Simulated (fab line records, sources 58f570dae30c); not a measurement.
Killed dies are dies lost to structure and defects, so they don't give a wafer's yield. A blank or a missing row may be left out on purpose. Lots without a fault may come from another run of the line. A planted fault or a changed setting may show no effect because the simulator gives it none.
Chamber matching | flow berkeley_cmos170 | UCB170_V2_CMP_02 on cmp-01: 4 sister chambers
The step polishes SiO2. 18 wafers are shown with their chamber, then 9 later ones without.

WAFERS WITH THEIR CHAMBER
wafer  | chamber | motor_current_A (A)
L782.2 | 3       | 15.3
L782.5 | 2       | 17.5
L782.6 | 1       | 16.4
L784.1 | 1       | 16.7
L784.2 | 3       | 15.3
L784.4 | 0       | 21.3
L786.2 | 0       | 21.2
L786.3 | 3       | 15.2
L786.4 | 1       | 16.1
L783.1 | 3       | 15.8
L783.4 | 1       | 16.8
L783.5 | 2       | 17.7
L787.1 | 3       | 15.5
L787.2 | 0       | 20.8
L787.6 | 0       | 19.8
L788.1 | 1       | 15.8
L788.4 | 0       | 19.9
L788.6 | 1       | 17.2

SIGNATURES (means of the wafers above)
reading         | chamber 0 | chamber 1 | chamber 2 | chamber 3 | scatter within a chamber
motor_current_A | 20.600    | 16.500    | 17.600    | 15.420    | 0.503
Rule: a wafer's distance from a chamber is the root of the sum, over the readings, of the square of ((its reading less the chamber's mean) divided by the reading's scatter). The wafer belongs to the nearest chamber; if the next one is less than 2 further off, it can't be placed. The scatter: the root of (the sum of the squares of (reading less its chamber's mean) over the shown wafers, divided by (wafers less chambers)).

WAFERS WITHOUT THEIR CHAMBER
wafer  | motor_current_A (A)
L789.1 | 15.9
L789.2 | 16.1
L789.4 | 20.8
L793.1 | 16.8
L793.2 | 15.3
L793.6 | 17.4
L799.3 | 15.3
L799.4 | 20.7
L799.6 | 17.3

WHICH CHAMBER EACH WENT THROUGH
wafer  | from the rows above     | in truth
L789.1 | can't be placed: 3 or 1 | 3
L789.2 | can't be placed: 1 or 3 | 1
L789.4 | 0                       | 0
L793.1 | can't be placed: 1 or 2 | 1
L793.2 | 3                       | 3
L793.6 | can't be placed: 2 or 1 | 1
L799.3 | 3                       | 3
L799.4 | 0                       | 0
L799.6 | can't be placed: 2 or 1 | 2
Placed correctly: 4 of 9. Can't be placed from these rows: 5 (the true chamber is among the candidates in 5). Placed wrongly: 0.
